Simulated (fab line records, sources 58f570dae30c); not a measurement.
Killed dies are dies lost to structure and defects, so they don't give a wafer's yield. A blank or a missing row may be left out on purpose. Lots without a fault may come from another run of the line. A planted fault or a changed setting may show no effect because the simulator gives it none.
Which tool did it? | flow berkeley_cmos170 | 13 lots, 39 wafers sampled, at 2 steps of a route of 331

WHAT THE GAUGES READ, wafer by wafer
UCB170_SCREENOX_THK_MEAS_02.
lot  | measured     | on            | SCREENOX_OXIDE_THK (nm)
L906 | day 6 07:44  | film_metro-04 | 13.9 13.8 13.8
L907 | day 6 07:44  | film_metro-02 | 14.2 13.7 14.0
L912 | day 7 11:11  | film_metro-02 | 14.5 14.4 14.3
L909 | day 7 11:12  | film_metro-01 | 14.5 14.4 14.5
L908 | day 7 11:16  | film_metro-02 | 14.5 14.5 14.4
L914 | day 7 11:19  | film_metro-02 | 14.5 14.3 14.5
L913 | day 7 11:20  | film_metro-01 | 14.3 14.4 13.9
L917 | day 7 21:59  | film_metro-01 | 14.3 14.5 14.4
L919 | day 8 21:40  | film_metro-01 | 14.4 14.1 14.2
L922 | day 9 03:59  | film_metro-01 | 14.3 14.2 14.3
L924 | day 10 07:23 | film_metro-01 | 14.7 14.4 14.6
L926 | day 10 07:25 | film_metro-04 | 14.3 14.6 14.4
L927 | day 10 07:27 | film_metro-01 | 14.7 14.7 14.7

UCB170_GATE_THK_MEAS_02.
lot  | measured     | on            | GATE_OXIDE_THK (nm)
L906 | day 6 21:56  | film_metro-03 | 6.57 6.61 6.65
L907 | day 6 21:56  | film_metro-02 | 6.74 6.64 6.58
L912 | day 8 01:17  | film_metro-02 | 6.66 6.62 6.69
L909 | day 8 01:22  | film_metro-03 | 6.59 6.61 6.62
L908 | day 8 01:19  | film_metro-03 | 6.61 6.71 6.64
L914 | day 8 01:25  | film_metro-03 | 6.57 6.57 6.66
L913 | day 8 01:23  | film_metro-04 | 6.74 6.72 6.79
L917 | day 8 12:59  | film_metro-02 | 6.64 6.69 6.76
L919 | day 9 14:01  | film_metro-02 | 6.56 6.52 6.34
L922 | day 9 19:40  | film_metro-02 | 6.78 6.72 6.71
L924 | day 11 03:35 | film_metro-03 | 6.59 6.51 6.60
L926 | day 11 03:33 | film_metro-02 | 6.35 6.40 6.38
L927 | day 11 03:35 | film_metro-04 | 6.67 6.51 6.51

WHICH TOOL RAN EACH LOT (tool, then ch and the chambers of the sampled wafers, then the start)
The record holds no process step before these readings.

WHAT THE TOOLS THEMSELVES READ (means of the sampled wafers that have a number; where no wafer has one, the mark that the record gives instead)
The record holds no such reading with a usual standard deviation.

THE ANSWER, worked out from the rows above alone
Rule: what is usual is taken from the lots themselves. Put in order of their means at a reading, lots are off if they are a third of the lots or fewer, leave a main group of 4 or more, and stand apart from it by a gap of 3 or more times the standard deviation of the main group's means; of several such gaps the widest counts. A main group whose means are all the same, to the digits that the tables above print for the reading, isn't used. A lot without any number at a reading at which 4 lots or more have one is off too. The other lots that the step has rows for count as sound. The gauges are gone through in route order, then the tools' own readings, and for those a lot's mean is taken as printed above. The first step at which some lot is off is used, and at that step the reading that is off furthest; a lot without a number counts as furthest.
No lot is off at any reading shown: from this, nothing can be told.

WHAT THE SIMULATOR HAD PUT IN
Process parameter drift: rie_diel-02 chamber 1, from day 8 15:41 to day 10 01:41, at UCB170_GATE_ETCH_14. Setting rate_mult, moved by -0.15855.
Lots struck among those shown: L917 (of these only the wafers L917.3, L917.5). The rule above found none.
